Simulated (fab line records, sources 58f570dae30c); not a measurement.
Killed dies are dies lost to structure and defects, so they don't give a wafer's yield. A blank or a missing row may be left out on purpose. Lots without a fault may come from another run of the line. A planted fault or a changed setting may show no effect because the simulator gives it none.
Which tool did it? | flow berkeley_cmos170 | 14 lots, 42 wafers sampled, at 3 steps of a route of 331

WHAT THE GAUGES READ, wafer by wafer
UCB170_PWELL_THK_MEAS_03.
lot  | measured    | on            | PWELL_OXIDE_THK (nm)
L949 | day 2 14:34 | film_metro-02 | 27.2 26.7 26.7
L950 | day 2 23:28 | film_metro-01 | 26.3 26.6 26.3
L951 | day 3 05:31 | film_metro-01 | 27.1 27.3 26.9
L953 | day 3 15:41 | film_metro-01 | 25.9 25.9 26.0
L955 | day 3 22:08 | film_metro-01 | 26.4 26.6 26.8
L954 | day 3 22:11 | film_metro-01 | 26.5 26.1 26.1
L959 | day 4 16:23 | film_metro-01 | 26.3 26.4 26.7
L964 | day 5 14:25 | film_metro-02 | 26.2 26.4 26.3
L962 | day 5 14:28 | film_metro-02 | 26.9 26.5 26.8
L965 | day 5 22:53 | film_metro-01 | 25.6 25.5 25.8
L968 | day 6 16:32 | film_metro-02 | 26.6 27.3 26.9
L970 | day 7 00:24 | film_metro-02 | 26.5 26.4 26.5
L971 | day 7 01:46 | film_metro-02 | 26.7 26.8 26.7
L972 | day 7 06:40 | film_metro-01 | 26.6 26.3 26.5

UCB170_SCREENOX_THK_MEAS_02.
lot  | measured    | on            | SCREENOX_OXIDE_THK (nm)
L949 | day 4 23:19 | film_metro-02 | 14.66 14.38 14.19
L950 | day 5 08:11 | film_metro-03 | 14.54 14.57 14.46
L951 | day 5 20:20 | film_metro-02 | 14.26 14.54 14.41
L953 | day 6 01:39 | film_metro-04 | 14.20 13.99 13.85
L955 | day 6 01:39 | film_metro-02 | 14.25 14.39 14.45
L954 | day 6 01:38 | film_metro-03 | 14.29 14.05 13.95
L959 | day 7 01:28 | film_metro-03 | 14.35 14.35 14.50
L964 | day 8 01:06 | film_metro-02 | 14.46 14.34 14.20
L962 | day 8 01:05 | film_metro-04 | 14.51 14.44 14.42
L965 | day 8 11:45 | film_metro-03 | 14.51 14.71 14.67
L968 | day 9 08:00 | film_metro-02 | 14.54 14.59 14.62
L970 | day 9 14:02 | film_metro-04 | 14.07 13.99 13.97
L971 | day 9 19:43 | film_metro-04 | 14.28 14.26 14.02
L972 | day 9 19:41 | film_metro-02 | 14.74 14.59 14.66

UCB170_PSD_OVL_MEAS_07.
lot  | measured     | on         | PSD_OVL (nm)
L949 | day 5 23:47  | overlay-01 | 6 3 5
L950 | day 6 15:06  | overlay-02 | 9 5 2
L951 | day 7 03:37  | overlay-01 | 13 12 10
L953 | day 7 03:46  | overlay-02 | -1 4 -5
L955 | day 7 02:38  | overlay-02 | 3 1 10
L954 | day 7 05:26  | overlay-01 | -1 -2 5
L959 | day 8 04:09  | overlay-01 | 3 6 1
L964 | day 9 06:53  | overlay-01 | -12 5 -9
L962 | day 9 06:59  | overlay-02 | -10 0 -8
L965 | day 9 18:05  | overlay-01 | 3 -8 -5
L968 | day 10 17:26 | overlay-01 | 6 1 2
L970 | day 10 17:41 | overlay-02 | 7 1 5
L971 | day 11 01:37 | overlay-02 | -9 -7 -3
L972 | day 11 01:53 | overlay-01 | 16 13 17

WHICH TOOL RAN EACH LOT (tool, then ch and the chambers of the sampled wafers, then the start)
The record holds no process step before these readings.

WHAT THE TOOLS THEMSELVES READ (means of the sampled wafers that have a number; where no wafer has one, the mark that the record gives instead)
The record holds no such reading with a usual standard deviation.

THE ANSWER, worked out from the rows above alone
Rule: what is usual is taken from the lots themselves. Put in order of their means at a reading, lots are off if they are a third of the lots or fewer, leave a main group of 4 or more, and stand apart from it by a gap of 3 or more times the standard deviation of the main group's means; of several such gaps the widest counts. A main group whose means are all the same, to the digits that the tables above print for the reading, isn't used. A lot without any number at a reading at which 4 lots or more have one is off too. The other lots that the step has rows for count as sound. The gauges are gone through in route order, then the tools' own readings, and for those a lot's mean is taken as printed above. The first step at which some lot is off is used, and at that step the reading that is off furthest; a lot without a number counts as furthest.
No lot is off at any reading shown: from this, nothing can be told.

WHAT THE SIMULATOR HAD PUT IN
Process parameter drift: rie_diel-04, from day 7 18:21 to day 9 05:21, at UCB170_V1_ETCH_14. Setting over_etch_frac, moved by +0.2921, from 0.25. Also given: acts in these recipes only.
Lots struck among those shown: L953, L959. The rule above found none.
